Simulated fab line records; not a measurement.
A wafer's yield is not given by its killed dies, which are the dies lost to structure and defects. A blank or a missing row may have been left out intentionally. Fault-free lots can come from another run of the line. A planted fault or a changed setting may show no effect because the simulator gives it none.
Which tool was responsible? | flow ritCmos | 42 wafers from 14 lots sampled at 4 of the route's 202 steps

== WHAT THE GAUGES READ, wafer by wafer ==
RIT_GATE_THK_MEAS_09. Usual: GATE_POLY_THK 250.7 nm, standard deviation 1.8.
lot  | measured    | on           | GATE_POLY_THK (nm) | flag
L479 | day 2 21:47 | filmMetro-04 | 250.6 251.3 251.0  | 
L480 | day 3 02:56 | filmMetro-04 | 250.9 250.6 250.7  | 
L481 | day 3 20:02 | filmMetro-04 | 253.6 252.0 253.5  | 
L484 | day 4 08:14 | filmMetro-04 | 252.8 250.0 251.5  | 
L486 | day 5 03:19 | filmMetro-04 | 250.4 249.0 249.9  | 
L490 | day 5 13:58 | filmMetro-02 | 249.4 247.3 248.3  | 
L492 | day 5 19:35 | filmMetro-03 | 252.2 252.0 252.5  | 
L493 | day 6 00:20 | filmMetro-02 | 250.8 248.9 249.4  | 
L495 | day 6 09:49 | filmMetro-03 | 249.7 248.6 248.8  | 
L496 | day 6 09:49 | filmMetro-04 | 250.0 251.3 249.0  | 
L498 | day 6 13:24 | filmMetro-02 | 250.1 249.6 251.4  | 
L500 | day 7 01:13 | filmMetro-04 | 249.3 250.4 250.5  | 
L501 | day 7 03:13 | filmMetro-04 | 249.9 250.4 249.2  | 
L502 | day 7 12:43 | filmMetro-02 | 252.9 252.8 252.5  | 

RIT_PLDD_OVL_MEAS_06. Usual: PLDD_OVL 0.8 nm, standard deviation 1.4.
lot  | measured    | on         | PLDD_OVL (nm) | flag
L479 | day 3 06:27 | overlay-02 | 1.1 0.5 1.5   | 
L480 | day 3 19:28 | overlay-02 | 3.5 2.3 2.3   | 
L481 | day 4 07:58 | overlay-01 | 3.2 2.3 2.7   | 
L484 | day 4 20:20 | overlay-02 | 3.3 2.0 3.3   | 
L486 | day 5 14:31 | overlay-01 | 0.5 0.8 0.1   | 
L490 | day 5 22:09 | overlay-01 | 1.4 1.0 0.4   | 
L492 | day 6 05:12 | overlay-02 | 0.8 0.7 -1.1  | 
L493 | day 6 07:57 | overlay-01 | -0.8 0.1 -1.7 | 
L495 | day 6 18:29 | overlay-01 | -0.1 -0.9 1.6 | 
L496 | day 6 18:17 | overlay-01 | 0.1 -1.7 -0.3 | 
L498 | day 6 22:15 | overlay-01 | 1.1 1.4 4.0   | 
L500 | day 7 08:33 | overlay-01 | -0.1 0.3 -0.8 | 
L501 | day 7 12:25 | overlay-02 | 2.5 1.7 -0.3  | 
L502 | day 7 19:50 | overlay-01 | 0.7 1.8 2.3   | 

== EACH LOT AND THE TOOL THAT RAN IT (in order: tool; ch and the chambers of the sampled wafers; start) ==
lot  | RIT_ACTIVE_SOFTBAKE_07          | RIT_NWELL_STRIP_09
L479 | lithoTrack-03 ch 0, day 1 15:26 | plasmaAsher-01 ch 0,1, day 2 01:50
L480 | lithoTrack-02 ch 0, day 1 18:55 | plasmaAsher-02 ch 0,1, day 2 08:06
L481 | lithoTrack-01 ch 0, day 2 02:12 | plasmaAsher-01 ch 0,1, day 2 14:14
L484 | lithoTrack-03 ch 0, day 2 16:05 | plasmaAsher-02 ch 0,1, day 3 01:45
L486 | lithoTrack-02 ch 0, day 3 02:58 | plasmaAsher-04 ch 0,1, day 4 05:19
L490 | lithoTrack-02 ch 0, day 3 22:08 | plasmaAsher-02 ch 0, day 4 10:43
L492 | lithoTrack-01 ch 0, day 4 07:10 | plasmaAsher-02 ch 0,1, day 4 23:44
L493 | lithoTrack-01 ch 0, day 4 15:43 | plasmaAsher-04 ch 0, day 5 03:42
L495 | lithoTrack-01 ch 0, day 5 01:24 | plasmaAsher-02 ch 0,1, day 5 16:11
L496 | lithoTrack-01 ch 0, day 5 03:56 | plasmaAsher-01 ch 0,1, day 5 16:26
L498 | lithoTrack-03 ch 0, day 5 13:14 | plasmaAsher-01 ch 0,1, day 5 22:16
L500 | lithoTrack-01 ch 0, day 5 23:10 | plasmaAsher-04 ch 0,1, day 6 09:25
L501 | lithoTrack-01 ch 0, day 6 04:57 | plasmaAsher-02 ch 0, day 6 12:52
L502 | lithoTrack-02 ch 0, day 6 09:49 | plasmaAsher-02 ch 0, day 6 17:08
- RIT_ACTIVE_SOFTBAKE_07: time 60 s.
- RIT_NWELL_STRIP_09: strips in O2, time 180 s.

== WHAT THE TOOLS THEMSELVES READ (means of the sampled wafers that have a number; where no wafer has one, the mark that the record gives instead) ==
RIT_ACTIVE_SOFTBAKE_07. Usual: heaterPowerTotalW 34.56 W, standard deviation 0.055; plateTempC 90.00 C, standard deviation 0.12; runLengthS 89.12 s, standard deviation 0.13.
lot  | tool          | heaterPowerTotalW (W) | plateTempC (C) | runLengthS (s) | flag
L479 | lithoTrack-03 | 34.55                 | 90.14          | 89.11          | 
L480 | lithoTrack-02 | 34.57                 | 89.97          | 89.12          | 
L481 | lithoTrack-01 | 34.64                 | 90.01          | 89.22          | 
L484 | lithoTrack-03 | 34.61                 | 89.95          | 89.23          | 
L486 | lithoTrack-02 | 37.46                 | -              | 74.29          | OFF
L490 | lithoTrack-02 | 37.48                 | -              | 74.35          | OFF
L492 | lithoTrack-01 | 34.60                 | 90.02          | 89.14          | 
L493 | lithoTrack-01 | 34.59                 | 89.97          | 89.09          | 
L495 | lithoTrack-01 | 34.53                 | 89.84          | 89.15          | 
L496 | lithoTrack-01 | 34.52                 | 90.15          | 89.21          | 
L498 | lithoTrack-03 | 34.49                 | 90.09          | 89.20          | 
L500 | lithoTrack-01 | 34.58                 | 89.98          | 89.25          | 
L501 | lithoTrack-01 | 34.54                 | 89.89          | 89.19          | 
L502 | lithoTrack-02 | 34.58                 | 90.01          | 89.08          | 

RIT_NWELL_STRIP_09. Usual: drypumpMotorCurrentA 5.8 A, standard deviation 0.46.
lot  | tool           | drypumpMotorCurrentA (A) | flag
L479 | plasmaAsher-01 | 5.8                      | 
L480 | plasmaAsher-02 | 6.2                      | 
L481 | plasmaAsher-01 | 5.8                      | 
L484 | plasmaAsher-02 | 6.2                      | 
L486 | plasmaAsher-04 | 5.3                      | 
L490 | plasmaAsher-02 | 5.7                      | 
L492 | plasmaAsher-02 | 5.9                      | 
L493 | plasmaAsher-04 | 5.5                      | 
L495 | plasmaAsher-02 | 6.2                      | 
L496 | plasmaAsher-01 | 5.8                      | 
L498 | plasmaAsher-01 | 5.9                      | 
L500 | plasmaAsher-04 | 5.1                      | 
L501 | plasmaAsher-02 | 5.7                      | 
L502 | plasmaAsher-02 | 5.7                      | 

== THE ANSWER, worked out from the rows above alone ==
Rule: a lot is off if the mean of its wafers that have a number lies more than 3 standard deviations from the usual mean. A lot without any number at a reading at which 4 lots or more have one is off too. Where the step has rows for the other lots, those lots are counted as sound. The gauges are gone through in route order, then the tools' own readings, and for those a lot's mean is taken as printed above. The first step at which some lot is off is used, and at that step the reading that is off furthest; a lot without a number counts as furthest.
Off, at RIT_ACTIVE_SOFTBAKE_07 on plateTempC: L486, L490. Without a number there: L486, L490.
A tool fits if, at that step or a process step before it, it ran every lot that is off, and no sound lot after the first of them. Of those tried, none fits.

== WHAT WAS PUT IN BY THE SIMULATOR ==
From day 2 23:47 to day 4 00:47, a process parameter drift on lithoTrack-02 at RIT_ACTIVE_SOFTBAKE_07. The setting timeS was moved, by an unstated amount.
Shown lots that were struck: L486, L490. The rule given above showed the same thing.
